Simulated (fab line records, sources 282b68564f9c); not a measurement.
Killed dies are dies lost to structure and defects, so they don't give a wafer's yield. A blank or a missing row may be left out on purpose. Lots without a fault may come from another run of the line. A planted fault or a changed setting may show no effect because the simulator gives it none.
Split-lot experiment | flow rit_cmos | 5 lots, 27 wafers read, on a route of 202 steps

THE SPLIT
At RIT_SILICIDE_SPUTTER_01 (material Ti, target thk 30 nm, time 240 s), the setting time_s was moved away from the recipe's 240 s on 9 of the 27 wafers read, by +34.7% to +58.2%. The other wafers ran this setting at the recipe's value.

FROM THE SPLIT TO THE READING: what the file shows between them, 1 step
- RIT_SILICIDE_RS_MEAS_02: measures by four-point-probe

THE READING
SILICIDE_TI_THK, in nm, at RIT_SILICIDE_THK_MEAS_03 (measures by xrf). Fault-free wafers of this fab line usually give 30.1 nm, standard deviation 0.42 nm.

wafer  | tool, chamber at the split | time_s as run, s | against the recipe | SILICIDE_TI_THK, nm | against lot-mates on the recipe
L075.1 | pvd_sputter-04, -          | 240              | recipe             | 30.4                | -
L075.2 | pvd_sputter-04, -          | 240              | recipe             | 30.5                | -
L075.3 | pvd_sputter-04, -          | 323.4            | +34.7%             | 41.5                | +11.0
L075.4 | pvd_sputter-04, -          | 240              | recipe             | 30.6                | -
L075.5 | pvd_sputter-04, -          | 323.4            | +34.7%             | 41.0                | +10.5
L075.6 | pvd_sputter-04, -          | 323.4            | +34.7%             | 41.1                | +10.6
L080.1 | pvd_sputter-02, -          | 379.6            | +58.2%             | 48.2                | +18.0
L080.2 | pvd_sputter-02, -          | 379.6            | +58.2%             | 47.5                | +17.3
L080.3 | pvd_sputter-02, -          | 379.6            | +58.2%             | 47.7                | +17.5
L080.4 | pvd_sputter-02, -          | 240              | recipe             | 29.7                | -
L080.5 | pvd_sputter-02, -          | 240              | recipe             | 30.2                | -
L080.6 | pvd_sputter-02, -          | 240              | recipe             | 30.8                | -
L082.1 | pvd_sputter-02, -          | 348.7            | +45.3%             | 43.9                | +14.4
L082.2 | pvd_sputter-02, -          | 240              | recipe             | 29.5                | -
L082.3 | pvd_sputter-02, -          | 240              | recipe             | 29.8                | -
L082.4 | pvd_sputter-02, -          | 240              | recipe             | 29.2                | -
L082.5 | pvd_sputter-02, -          | 348.7            | +45.3%             | 43.3                | +13.8
L082.6 | pvd_sputter-02, -          | 348.7            | +45.3%             | 43.3                | +13.8
L083.1 | pvd_sputter-03, -          | 240              | recipe             | 30.3                | -
L083.2 | pvd_sputter-03, -          | 240              | recipe             | 30.3                | -
L083.3 | pvd_sputter-03, -          | 240              | recipe             | 30.5                | -
L083.4 | pvd_sputter-03, -          | 240              | recipe             | 30.0                | -
L083.5 | pvd_sputter-03, -          | 240              | recipe             | 30.5                | -
L083.6 | pvd_sputter-03, -          | 240              | recipe             | 30.0                | -
L085.2 | pvd_sputter-03, -          | 240              | recipe             | 30.7                | -
L085.3 | pvd_sputter-03, -          | 240              | recipe             | 30.6                | -
L085.5 | pvd_sputter-03, -          | 240              | recipe             | 30.5                | -

THE FIT
A straight line over all 27 wafers: SILICIDE_TI_THK changes by +0.301 nm for each +1% of time_s; r = +1.00; the points scatter about the line by 0.45 nm.
The same after taking each lot's own level away (the mean of its wafers on the recipe; 27 wafers): +0.305 nm for each +1%; r = +1.00; scatter 0.28 nm.
On that fit, the largest move of time_s shifts the reading by 18 nm.
The lots' own levels span 29.50 to 30.60 nm, that is 2.6 times the standard deviation above.
So the lot-to-lot level changes the slope little: the two slopes agree.
Check: with one of the wafers moved furthest among these (+58.2%) left out of the fit, the line predicts +17.7 nm for it against its lot-mates. It came out at +18 nm against them.

OTHER SPLITS ON THESE WAFERS
These wafers also went through other splits before the reading. Each is held against what the fit with the lots' levels taken away leaves over:
other split on the same wafers       | wafers away from the commonest value | r with SILICIDE_TI_THK (lot level and that fit taken away)
RIT_ACTIVE_DEVELOP_10 develop_time_s | 12                                   | -0.06
RIT_GATE_ETCH_19 time_s              | 12                                   | -0.20
RIT_SPACER_ETCHBACK_05 time_s        | 9                                    | +0.03

THE WHOLE CHAIN: every reading that the file lists as answering this split, in the file's order
step                     | what it does                              | reading                                                                           | change (the file's fit)               | r (the file's)
RIT_SILICIDE_SPUTTER_01  | material Ti, target thk 30 nm, time 240 s | Ti_of_SILICIDE_SPUTTER_01.thk_nm (the simulator's own value, which no gauge read) | +0.303 nm for each +1% of the setting | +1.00
RIT_SILICIDE_RS_MEAS_02  | measures by four-point-probe              | SILICIDE_TI_RS                                                                    | -0.385 for each +1% of the setting    | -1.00
RIT_SILICIDE_THK_MEAS_03 | measures by xrf                           | SILICIDE_TI_THK                                                                   | +0.306 for each +1% of the setting    | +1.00

THE FILE'S OWN FIT
SILICIDE_TI_THK changes by +0.306 nm for each +1% of time_s, r = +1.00.
